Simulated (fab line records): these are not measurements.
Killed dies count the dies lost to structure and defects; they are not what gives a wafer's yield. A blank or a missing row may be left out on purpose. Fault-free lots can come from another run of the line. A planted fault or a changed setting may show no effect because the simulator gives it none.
fab line records -- flow berkeleyCmos170
record lots=12, wafers=36, lastDay=13
route steps=331 shown NWELL@16 FIELD@91 SILICIDE@211 CONTACT@222
lots untouched by any fault: they come from a run of this same line in which no faults occurred
startH: start of the lot's first displayed wafer, in hours after the record's first day -- waitH: hours elapsed since this lot's preceding step -- " identical to the entry in the row above -- L1.1+2: several wafers, shown together as one row -- - no value, or no start given -- * or withheld: withheld -- < > ~ a bound
route shown NAME@n: NAME is a module with steps in the file, n the number in the route of the first one -- usual: mean/standard deviation of fault-free wafers -- same: alike in all rows -- chamber/n: place in a boat -- sites: the reading at each site -- _std_site: how widely they spread, as a standard deviation -- _edge_site: mean of outer sites minus mean of inner sites -- radiusMm: for every site, how far away it sits from the centre of the wafer -- mask NAME#n: copy n -- behind: the most recent tool/chamber to have shaped the wafer -- hold: reason for holding the lot/hours on hold/outcome of the hold -- device: transistor that didn't switch, given as n, p or np -- end of line: at the end of the route, the tests of the same wafers -- a step without rows: its recipe alone -- killed: dies lost to structure and defects at the first sort, not the wafer's yield -- map: shows each die of a wafer: x if killed, . if not, _ if none is there
set.NAME: the setting as run; set.NAME@STEP: as run at that earlier step -- model.NAME: the simulator's own value behind a step, which no gauge read
the route's steps for a sample of lots (tables are steps, rows are wafers)
services: when a tool's chamber went out of use (startH, in hours from the record's first day, below 0 if earlier), for how many hours, and the reason
## steps
# step UCB170_NWELL_THK_MEAS_02
# recipe reads=SiO2_of_NWELL_OXIDATION_01
# usual NWELL_OXIDE_THK=26.2/0.43
lot.wafer,tool,chamber,startH,waitH,NWELL_OXIDE_THK[nm]
L689.1,filmMetro-02,-,73.88,0.0,26.3
L689.5,filmMetro-02,-,73.88,0.0,26.1
L689.6,filmMetro-02,-,73.88,0.0,27.1
L691.1,filmMetro-04,-,79.06,0.0,26.1
L691.3,filmMetro-04,-,79.06,0.0,26.8
L691.5,filmMetro-04,-,79.06,0.0,26.4
L692.1,filmMetro-04,-,83.58,0.0,26.2
L692.3,filmMetro-04,-,83.58,0.0,26.5
L692.5,filmMetro-04,-,83.58,0.0,26.0
L693.2,filmMetro-04,-,91.45,0.0,26.7
L693.3,filmMetro-04,-,91.45,0.0,26.5
L693.6,filmMetro-04,-,91.45,0.0,26.7
L694.1,filmMetro-02,-,99.86,0.0,26.9
L694.5,filmMetro-02,-,99.86,0.0,27.1
L694.6,filmMetro-02,-,99.86,0.0,27.3
L695.1,filmMetro-04,-,104.06,0.0,26.5
L695.4,filmMetro-04,-,104.06,0.0,26.9
L695.6,filmMetro-04,-,104.06,0.0,26.5
L697.2,filmMetro-01,-,113.75,0.0,25.5
L697.4,filmMetro-01,-,113.75,0.0,25.6
L697.5,filmMetro-01,-,113.75,0.0,25.1
L699.1,filmMetro-01,-,122.15,0.0,25.8
L699.2,filmMetro-01,-,122.15,0.0,26.7
L699.5,filmMetro-01,-,122.15,0.0,26.0
L700.1,filmMetro-04,-,128.43,0.0,26.3
L700.2,filmMetro-04,-,128.43,0.0,26.5
L700.5,filmMetro-04,-,128.43,0.0,26.4
L701.2,filmMetro-04,-,134.45,0.0,25.5
L701.3,filmMetro-04,-,134.45,0.0,25.6
L701.6,filmMetro-04,-,134.45,0.0,25.4
L702.2,filmMetro-01,-,134.45,0.0,25.9
L702.3,filmMetro-01,-,134.45,0.0,25.7
L702.6,filmMetro-01,-,134.45,0.0,25.6
L703.1,filmMetro-04,-,144.43,0.0,25.4
L703.2,filmMetro-04,-,144.43,0.0,25.9
L703.5,filmMetro-04,-,144.43,0.0,25.9
# step UCB170_FIELD_THK_MEAS_02
# recipe reads=SiO2_of_FIELD_OXIDATION_01
# usual FIELD_OXIDE_THK=555/9.3
lot.wafer,tool,chamber,startH,waitH,FIELD_OXIDE_THK[nm]
L689.1,filmMetro-02,-,141.86,0.0,560
L689.5,filmMetro-02,-,141.86,0.0,564
L689.6,filmMetro-02,-,141.86,0.0,553
L691.1,filmMetro-02,-,141.92,0.1,555
L691.3,filmMetro-02,-,141.92,0.1,564
L691.5,filmMetro-02,-,141.92,0.1,555
L692.1,filmMetro-03,-,156.53,0.0,578
L692.3,filmMetro-03,-,156.53,0.0,569
L692.5,filmMetro-03,-,156.53,0.0,573
L693.2,filmMetro-04,-,166.31,0.0,535
L693.3,filmMetro-04,-,166.31,0.0,535
L693.6,filmMetro-04,-,166.31,0.0,544
L694.1,filmMetro-03,-,173.55,0.0,549
L694.5,filmMetro-03,-,173.55,0.0,555
L694.6,filmMetro-03,-,173.55,0.0,562
L695.1,filmMetro-03,-,181.57,0.0,573
L695.4,filmMetro-03,-,181.57,0.0,568
L695.6,filmMetro-03,-,181.57,0.0,569
L697.2,filmMetro-02,-,181.58,0.0,550
L697.4,filmMetro-02,-,181.58,0.0,561
L697.5,filmMetro-02,-,181.58,0.0,560
L699.1,filmMetro-03,-,189.83,0.0,561
L699.2,filmMetro-03,-,189.83,0.0,550
L699.5,filmMetro-03,-,189.83,0.0,562
L701.2,filmMetro-02,-,203.61,0.0,558
L701.3,filmMetro-02,-,203.61,0.0,542
L701.6,filmMetro-02,-,203.61,0.0,552
L702.2,filmMetro-03,-,203.61,0.0,555
L702.3,filmMetro-03,-,203.61,0.0,560
L702.6,filmMetro-03,-,203.61,0.0,562
L700.1,filmMetro-03,-,203.66,0.1,545
L700.2,filmMetro-03,-,203.66,0.1,538
L700.5,filmMetro-03,-,203.66,0.1,551
L703.1,filmMetro-03,-,216.29,0.0,552
L703.2,filmMetro-03,-,216.29,0.0,567
L703.5,filmMetro-03,-,216.29,0.0,557
# step UCB170_SILICIDE_SPUTTER_01
# recipe material=Ti, targetThkNm=30, timeS=25, powerW=1500, chamberPressurePa=0.5
# usual throttleValvePct=29.6/1.6
lot.wafer,tool,chamber,startH,waitH,throttleValvePct
L689.1,pvdSputter-01,-,206.25,0.0,27.9
L689.5,pvdSputter-01,-,206.25,0.0,28.4
L689.6,pvdSputter-01,-,206.25,0.0,28.3
L691.1,pvdSputter-01,-,206.80,0.0,28.5
L691.3,pvdSputter-01,-,206.80,0.0,28.1
L691.5,pvdSputter-01,-,206.80,0.0,28.8
L692.1,pvdSputter-02,-,211.76,0.0,26.8
L692.3,pvdSputter-02,-,211.76,0.0,30.5
L692.5,pvdSputter-02,-,211.76,0.0,28.4
L693.2,pvdSputter-04,-,231.66,0.0,31.5
L693.3,pvdSputter-04,-,231.66,0.0,31.9
L693.6,pvdSputter-04,-,231.66,0.0,28.7
L694.1,pvdSputter-02,-,236.61,0.0,30.2
L694.5,pvdSputter-02,-,236.61,0.0,26.8
L694.6,pvdSputter-02,-,236.61,0.0,30.1
L697.2,pvdSputter-04,-,242.62,0.0,31.8
L697.4,pvdSputter-04,-,242.62,0.0,31.3
L697.5,pvdSputter-04,-,242.62,0.0,31.8
L695.1,pvdSputter-02,-,242.83,0.0,30.1
L695.4,pvdSputter-02,-,242.83,0.0,30.5
L695.6,pvdSputter-02,-,242.83,0.0,30.2
L699.1,pvdSputter-02,-,254.17,0.0,30.3
L699.2,pvdSputter-02,-,254.17,0.0,26.8
L699.5,pvdSputter-02,-,254.17,0.0,26.9
L700.1,pvdSputter-04,-,277.58,0.0,31.2
L700.2,pvdSputter-04,-,277.58,0.0,31.8
L700.5,pvdSputter-04,-,277.58,0.0,31.4
L701.2,pvdSputter-02,-,277.58,0.0,29.9
L701.3,pvdSputter-02,-,277.58,0.0,27.0
L701.6,pvdSputter-02,-,277.58,0.0,28.1
L702.2,pvdSputter-01,-,277.74,0.0,28.6
L702.3,pvdSputter-01,-,277.74,0.0,31.6
L702.6,pvdSputter-01,-,277.74,0.0,31.5
L703.1,pvdSputter-04,-,280.80,0.0,28.9
L703.2,pvdSputter-04,-,280.80,0.0,31.5
L703.5,pvdSputter-04,-,280.80,0.0,31.4
# step UCB170_SILICIDE_RS_MEAS_02
# recipe thkMeasGauge=four-point-probe, reads=Ti_of_SILICIDE_SPUTTER_01
# usual SILICIDE_TI_RS=26.2/0.4
lot.wafer,tool,chamber,startH,waitH,SILICIDE_TI_RS[ohm/sq]
L689.1,filmMetro-04,-,206.38,0.1,17.1
L689.5,filmMetro-04,-,206.38,0.1,16.8
L689.6,filmMetro-04,-,206.38,0.1,17.0
L691.1,filmMetro-02,-,206.83,0.0,16.7
L691.3,filmMetro-02,-,206.83,0.0,16.9
L691.5,filmMetro-02,-,206.83,0.0,16.7
L692.1,filmMetro-02,-,211.80,0.0,26.2
L692.3,filmMetro-02,-,211.80,0.0,26.7
L692.5,filmMetro-02,-,211.80,0.0,27.0
L693.2,filmMetro-02,-,231.71,0.0,26.1
L693.3,filmMetro-02,-,231.71,0.0,25.9
L693.6,filmMetro-02,-,231.71,0.0,25.7
L694.1,filmMetro-03,-,236.64,0.0,26.5
L694.5,filmMetro-03,-,236.64,0.0,26.2
L694.6,filmMetro-03,-,236.64,0.0,27.1
L697.2,filmMetro-02,-,242.67,0.0,26.1
L697.4,filmMetro-02,-,242.67,0.0,26.3
L697.5,filmMetro-02,-,242.67,0.0,26.0
L695.1,filmMetro-02,-,242.86,0.0,27.1
L695.4,filmMetro-02,-,242.86,0.0,26.5
L695.6,filmMetro-02,-,242.86,0.0,26.4
L699.1,filmMetro-02,-,254.20,0.0,26.4
L699.2,filmMetro-02,-,254.20,0.0,25.4
L699.5,filmMetro-02,-,254.20,0.0,25.6
L700.1,filmMetro-02,-,277.61,0.0,26.8
L700.2,filmMetro-02,-,277.61,0.0,26.4
L700.5,filmMetro-02,-,277.61,0.0,26.2
L701.2,filmMetro-03,-,277.63,0.0,26.7
L701.3,filmMetro-03,-,277.63,0.0,25.9
L701.6,filmMetro-03,-,277.63,0.0,26.9
L702.2,filmMetro-04,-,277.79,0.0,25.6
L702.3,filmMetro-04,-,277.79,0.0,25.8
L702.6,filmMetro-04,-,277.79,0.0,25.6
L703.1,filmMetro-02,-,280.83,0.0,25.9
L703.2,filmMetro-02,-,280.83,0.0,26.3
L703.5,filmMetro-02,-,280.83,0.0,26.4
# step UCB170_SILICIDE_THK_MEAS_03
# recipe thkMeasGauge=xrf, reads=Ti_of_SILICIDE_SPUTTER_01
# usual SILICIDE_TI_THK=29.8/0.4
lot.wafer,tool,chamber,startH,waitH,SILICIDE_TI_THK[nm]
L689.1,filmMetro-04,-,206.50,0.1,43.2
L689.5,filmMetro-04,-,206.50,0.1,43.4
L689.6,filmMetro-04,-,206.50,0.1,43.4
L691.1,filmMetro-02,-,206.95,0.1,43.8
L691.3,filmMetro-02,-,206.95,0.1,43.4
L691.5,filmMetro-02,-,206.95,0.1,43.8
L692.1,filmMetro-02,-,211.92,0.1,29.7
L692.3,filmMetro-02,-,211.92,0.1,29.3
L692.5,filmMetro-02,-,211.92,0.1,28.9
L693.2,filmMetro-02,-,231.82,0.1,30.1
L693.3,filmMetro-02,-,231.82,0.1,30.3
L693.6,filmMetro-02,-,231.82,0.1,30.3
L694.1,filmMetro-03,-,236.76,0.1,29.5
L694.5,filmMetro-03,-,236.76,0.1,29.7
L694.6,filmMetro-03,-,236.76,0.1,28.8
L697.2,filmMetro-02,-,242.78,0.1,30.0
L697.4,filmMetro-02,-,242.78,0.1,30.0
L697.5,filmMetro-02,-,242.78,0.1,30.1
L695.1,filmMetro-02,-,242.98,0.1,29.0
L695.4,filmMetro-02,-,242.98,0.1,29.5
L695.6,filmMetro-02,-,242.98,0.1,29.6
L699.1,filmMetro-02,-,254.32,0.1,29.7
L699.2,filmMetro-02,-,254.32,0.1,30.7
L699.5,filmMetro-02,-,254.32,0.1,30.6
L700.1,filmMetro-02,-,277.73,0.1,29.4
L700.2,filmMetro-02,-,277.73,0.1,29.6
L700.5,filmMetro-02,-,277.73,0.1,29.9
L701.2,filmMetro-03,-,277.74,0.1,29.3
L701.3,filmMetro-03,-,277.74,0.1,30.1
L701.6,filmMetro-03,-,277.74,0.1,29.2
L702.2,filmMetro-04,-,277.90,0.1,30.3
L702.3,filmMetro-04,-,277.90,0.1,30.1
L702.6,filmMetro-04,-,277.90,0.1,30.3
L703.1,filmMetro-02,-,280.95,0.1,30.1
L703.2,filmMetro-02,-,280.95,0.1,29.7
L703.5,filmMetro-02,-,280.95,0.1,29.4
# step UCB170_CONTACT_STRIP_06
# recipe chemistry=O2, powerW=400, pressureMtorr=3500, platenTempC=withheld, o2FlowSccm=400, overashFraction=0.5
# usual chamberPressureMTorr=3499.6/2.9, drypumpMotorCurrentA=5.9/0.4, o2FlowSccm=399.9/1.2, oesProductAu=0.734/0.0043, stripTimeToEndpointS=21.97/0.07
lot.wafer,tool,chamber,startH,waitH,chamberPressureMTorr,drypumpMotorCurrentA,o2FlowSccm,oesProductAu,rfHoursCounterH,stripTimeToEndpointS
L689.1,plasmaAsher-03,0,210.38,0.1,3497.7,5.2,400.8,0.729,49,21.92
L689.5,plasmaAsher-03,0,210.38,0.1,3503.0,5.1,399.0,0.726,-,21.97
L689.6,plasmaAsher-03,1,210.38,0.1,3500.0,5.8,397.1,0.730,-,21.96
L691.1,plasmaAsher-03,1,210.83,0.1,3501.1,5.8,400.6,0.736,49,21.98
L691.3,plasmaAsher-03,1,210.83,0.1,3502.4,5.8,400.4,0.730,-,21.96
L691.5,plasmaAsher-03,1,210.83,0.1,3497.2,5.8,400.4,0.741,-,21.97
L692.1,plasmaAsher-01,1,214.72,0.1,3499.7,6.0,398.4,0.732,40,22.01
L692.3,plasmaAsher-01,0,214.72,0.1,3492.8,6.5,398.2,0.736,-,22.02
L692.5,plasmaAsher-01,1,214.72,0.1,3500.7,5.9,400.5,0.735,-,21.96
L693.2,plasmaAsher-04,1,235.46,0.1,3499.9,6.2,402.0,0.732,56,21.99
L693.3,plasmaAsher-04,0,235.46,0.1,3498.2,5.7,401.5,0.737,-,21.93
L693.6,plasmaAsher-04,0,235.46,0.1,3502.6,5.7,399.8,0.737,-,21.94
L694.1,plasmaAsher-01,0,239.79,0.1,3500.9,6.5,401.1,0.730,43,21.99
L694.5,plasmaAsher-01,0,239.79,0.1,3500.2,6.5,402.7,0.734,-,22.00
L694.6,plasmaAsher-01,1,239.79,0.1,3502.6,6.0,397.5,0.738,-,21.91
L697.2,plasmaAsher-04,0,245.39,0.1,3502.8,5.8,401.2,0.734,57,21.97
L697.4,plasmaAsher-04,0,245.39,0.1,3497.4,5.8,400.3,0.739,-,21.96
L697.5,plasmaAsher-04,0,245.39,0.1,3498.3,5.8,397.6,0.733,-,21.98
L695.1,plasmaAsher-03,0,247.41,0.1,3497.0,5.1,398.7,0.738,53,21.99
L695.4,plasmaAsher-03,1,247.41,0.1,3499.8,5.8,400.8,0.731,-,21.93
L695.6,plasmaAsher-03,0,247.41,0.1,3495.6,5.1,399.1,0.733,-,21.87
L699.1,plasmaAsher-01,0,257.19,0.1,3501.5,6.5,400.1,0.734,45,21.92
L699.2,plasmaAsher-01,1,257.19,0.1,3497.6,6.0,400.5,0.730,45,21.93
L699.5,plasmaAsher-01,1,257.19,0.1,3500.3,5.9,399.0,0.728,-,21.91
L700.1,plasmaAsher-03,0,280.39,0.1,3495.8,5.1,399.7,0.732,56,22.05
L700.2,plasmaAsher-03,1,280.39,0.1,3502.6,5.7,399.7,0.734,56,22.02
L700.5,plasmaAsher-03,0,280.39,0.1,3497.4,5.2,398.4,0.728,-,22.09
L701.2,plasmaAsher-01,0,280.57,0.1,3494.8,6.5,400.3,0.739,47,21.98
L701.3,plasmaAsher-01,0,280.57,0.1,3497.6,6.5,401.0,0.736,-,21.94
L701.6,plasmaAsher-01,1,280.57,0.1,3502.1,6.0,400.1,0.742,-,21.96
L702.2,plasmaAsher-04,1,281.91,0.1,3504.6,6.1,400.6,0.740,60,21.92
L702.3,plasmaAsher-04,1,281.91,0.1,3496.4,6.1,400.0,0.739,-,22.00
L702.6,plasmaAsher-04,0,281.91,0.1,3497.4,5.7,401.6,0.741,-,21.97
L703.1,plasmaAsher-04,0,283.68,0.1,3499.9,5.8,399.7,0.738,60,22.03
L703.2,plasmaAsher-04,1,283.68,0.1,3499.4,6.1,400.0,0.735,60,22.03
L703.5,plasmaAsher-04,1,283.68,0.1,3497.3,6.2,400.3,0.733,-,22.00
## services
tool,chamber,startH,hours,kind
plasmaAsher-03,-,230.01,2.0,repair
plasmaAsher-03,-,243.18,2.2,repair
plasmaAsher-01,-,246.58,2.8,pm
## key
firstSign step=UCB170_SILICIDE_RS_MEAS_02, reading=SILICIDE_TI_RS, direction=down, sigmas=23, usual=26.2, struck=16.8
effect step=UCB170_SILICIDE_THK_MEAS_03, reading=SILICIDE_TI_THK, direction=up, sigmas=34, usual=29.8, struck=43.5
metAt UCB170_SILICIDE_SPUTTER_01
struckLots L689,L691
sortLeftOut L689.1,L689.5,L689.6
testerLeftOut L689,L691
notActingAt UCB170_NWELL_THK_MEAS_02,UCB170_FIELD_THK_MEAS_02,UCB170_CONTACT_STRIP_06
fault kind=processParameterDrift, tool=pvdSputter-01, chamber=-, onsetH=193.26, steps=UCB170_SILICIDE_SPUTTER_01, channel=targetThkNm, offset=13.5, shape=step, endH=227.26, actsIn=theseRecipesOnly, stated=30
# testerLeftOut: of these lots the tester's yield and bins aren't shown, on N5 and GAA mostly nor the transistor test; their killed dies are dies lost to structure and defects alone, not to doping, threshold or leakage, so they don't give the yield
# sortLeftOut: the simulated sort isn't trusted on such a fault, so these wafers' sort isn't shown, and their yield isn't known
